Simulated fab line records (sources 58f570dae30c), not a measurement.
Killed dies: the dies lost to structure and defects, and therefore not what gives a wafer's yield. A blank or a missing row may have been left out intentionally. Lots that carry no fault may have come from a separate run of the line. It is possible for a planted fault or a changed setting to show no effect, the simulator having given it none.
Which tool is to blame? | flow berkeley cmos170 | 36 wafers from 12 lots sampled at 4 of the route's 331 steps

== WHAT THE GAUGES READ, wafer by wafer ==
UCB170_NSD_OVL_MEAS_07.
lot  | measured     | on         | NSD_OVL (nm)
L077 | day 6 19:01  | overlay-01 | -14 -3 -8
L075 | day 6 19:23  | overlay-02 | -4 -3 -3
L078 | day 7 03:11  | overlay-02 | -2 -6 -5
L080 | day 7 17:14  | overlay-01 | -8 1 -5
L086 | day 8 09:31  | overlay-02 | -7 -5 -6
L087 | day 8 09:48  | overlay-02 | -4 0 -6
L082 | day 8 10:02  | overlay-01 | 0 -3 -4
L090 | day 9 07:27  | overlay-02 | -7 -5 -7
L091 | day 9 19:04  | overlay-01 | -3 -3 6
L092 | day 10 10:51 | overlay-01 | -2 -1 -1
L096 | day 11 02:13 | overlay-01 | -7 -4 -8
L097 | day 11 09:49 | overlay-02 | -2 -7 -3

== EACH LOT AND THE TOOL THAT RAN IT (in order: tool; ch and the chambers of the sampled wafers; start) ==
lot  | UCB170_PLDD_STRIP_10                 | UCB170_NLDD_STRIP_10                 | UCB170_SPACER_ETCHBACK_03
L077 | plasma asher-04 ch 0,1, day 6 08:08  | plasma asher-04 ch 0,1, day 6 10:42  | rie diel-02 ch 0,1,3, day 6 14:53
L075 | plasma asher-02 ch 0,1, day 6 08:37  | plasma asher-04 ch 0,1, day 6 11:28  | rie diel-01 ch 0,2, day 6 14:58
L078 | plasma asher-02 ch 0,1, day 6 17:29  | plasma asher-03 ch 0,1, day 6 19:28  | rie diel-02 ch 1,2,3, day 6 23:14
L080 | plasma asher-04 ch 0,1, day 7 06:25  | plasma asher-02 ch 0,1, day 7 09:39  | rie diel-01 ch 0,2,3, day 7 13:47
L086 | plasma asher-01 ch 0, day 7 23:43    | plasma asher-03 ch 0,1, day 8 01:47  | rie diel-04 ch 0,2, day 8 05:07
L087 | plasma asher-02 ch 0,1, day 8 00:15  | plasma asher-02 ch 0,1, day 8 02:23  | rie diel-01 ch 0,1, day 8 05:11
L082 | plasma asher-02 ch 0,1, day 8 01:04  | plasma asher-04 ch 0,1, day 8 02:44  | rie diel-02 ch 0,1,3, day 8 05:11
L090 | plasma asher-02 ch 0,1, day 8 23:01  | plasma asher-03 ch 0,1, day 9 00:48  | rie diel-01 ch 0,1,3, day 9 04:20
L091 | plasma asher-01 ch 0, day 9 09:59    | plasma asher-02 ch 0, day 9 12:05    | rie diel-04 ch 0,2,3, day 9 16:08
L092 | plasma asher-04 ch 0,1, day 10 01:40 | plasma asher-02 ch 0,1, day 10 03:31 | rie diel-02 ch 1,2,3, day 10 07:35
L096 | plasma asher-02 ch 0,1, day 10 12:52 | plasma asher-04 ch 0,1, day 10 16:25 | rie diel-01 ch 0,2,3, day 10 22:31
L097 | plasma asher-01 ch 0,1, day 10 22:53 | plasma asher-03 ch 0,1, day 11 01:30 | rie diel-04 ch 0,1, day 11 05:32
- UCB170_PLDD_STRIP_10: strips in O2.
- UCB170_NLDD_STRIP_10: strips in O2.
- UCB170_SPACER_ETCHBACK_03: etches SiO2 in CHF3/CF4/Ar, stops on Si, target depth 376 nm, time 100 s.

== THE ANSWER, worked out from the rows above alone ==
Rule: the lots themselves supply what counts as usual. The widest of any qualifying gaps counts: lots, ordered by their means at a reading, are off when they make up no more than a third of the lots, leave a main group of 4 or more, and stand apart from it by 3 or more times the standard deviation of that group's means. The tables above print the reading to a certain number of digits; a main group whose means all agree to those digits is not used. A lot without any number at a reading at which 4 lots or more have one is off too. Where the step has rows for the other lots, those lots are counted as sound.
No lot is off on any of the readings shown, so nothing can be concluded from this.

== WHAT HAD BEEN PUT IN BY THE SIMULATOR ==
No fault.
